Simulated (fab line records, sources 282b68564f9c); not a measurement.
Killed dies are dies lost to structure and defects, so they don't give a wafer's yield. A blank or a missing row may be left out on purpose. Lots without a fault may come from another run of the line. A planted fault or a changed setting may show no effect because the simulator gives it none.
Chamber matching | flow rit_cmos | RIT_GATE_WET_ETCH_00 on wet_bench-01: 3 sister chambers
The step etches SiO2 in BOE, target depth 56 nm, time 60 s. 16 wafers are shown with their chamber, then 5 later ones without.

WAFERS WITH THEIR CHAMBER
wafer  | chamber | bath_heat_duty_pct (%) | run_length_s (s)
L815.3 | 2       | 1.3                    | 86
L815.5 | 2       | 2.1                    | 86
L815.6 | 2       | 2.4                    | 86
L817.1 | 1       | 1.9                    | 85
L817.2 | 1       | 1.6                    | 85
L817.6 | 1       | 1.0                    | 85
L818.2 | 1       | 2.0                    | 86
L818.3 | 1       | 2.0                    | 86
L818.6 | 1       | 2.6                    | 86
L819.3 | 3       | 1.2                    | 86
L819.4 | 3       | 1.3                    | 86
L819.5 | 3       | 1.8                    | 86
L820.2 | 1       | 1.8                    | 85
L820.3 | 1       | 0.8                    | 85
L820.5 | 1       | 1.6                    | 85
L823.2 | 1       | 1.6                    | 92

SIGNATURES (means of the wafers above)
reading            | chamber 1 | chamber 2 | chamber 3 | scatter within a chamber
bath_heat_duty_pct | 1.690     | 1.933     | 1.433     | 0.498
run_length_s       | 86.00     | 86.00     | 86.00     | 1.8
Rule: a wafer's distance from a chamber is the root of the sum, over the readings, of the square of ((its reading less the chamber's mean) divided by the reading's scatter). The wafer belongs to the nearest chamber; if the next one is less than 2 further off, it can't be placed. The scatter: the root of (the sum of the squares of (reading less its chamber's mean) over the shown wafers, divided by (wafers less chambers)).

WAFERS WITHOUT THEIR CHAMBER
wafer  | bath_heat_duty_pct (%) | run_length_s (s)
L823.3 | 1.6                    | 92
L823.5 | 0.7                    | 92
L836.1 | 1.1                    | 93
L836.2 | 1.7                    | 93
L836.4 | 2.2                    | 93

WHICH CHAMBER EACH WENT THROUGH
wafer  | from the rows above          | in truth
L823.3 | can't be placed: 1 or 3 or 2 | 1
L823.5 | can't be placed: 3 or 1 or 2 | 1
L836.1 | can't be placed: 3 or 1 or 2 | 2
L836.2 | can't be placed: 1 or 2 or 3 | 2
L836.4 | can't be placed: 2 or 1 or 3 | 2
Placed correctly: 0 of 5. Can't be placed from these rows: 5 (the true chamber is among the candidates in 5). Placed wrongly: 0.
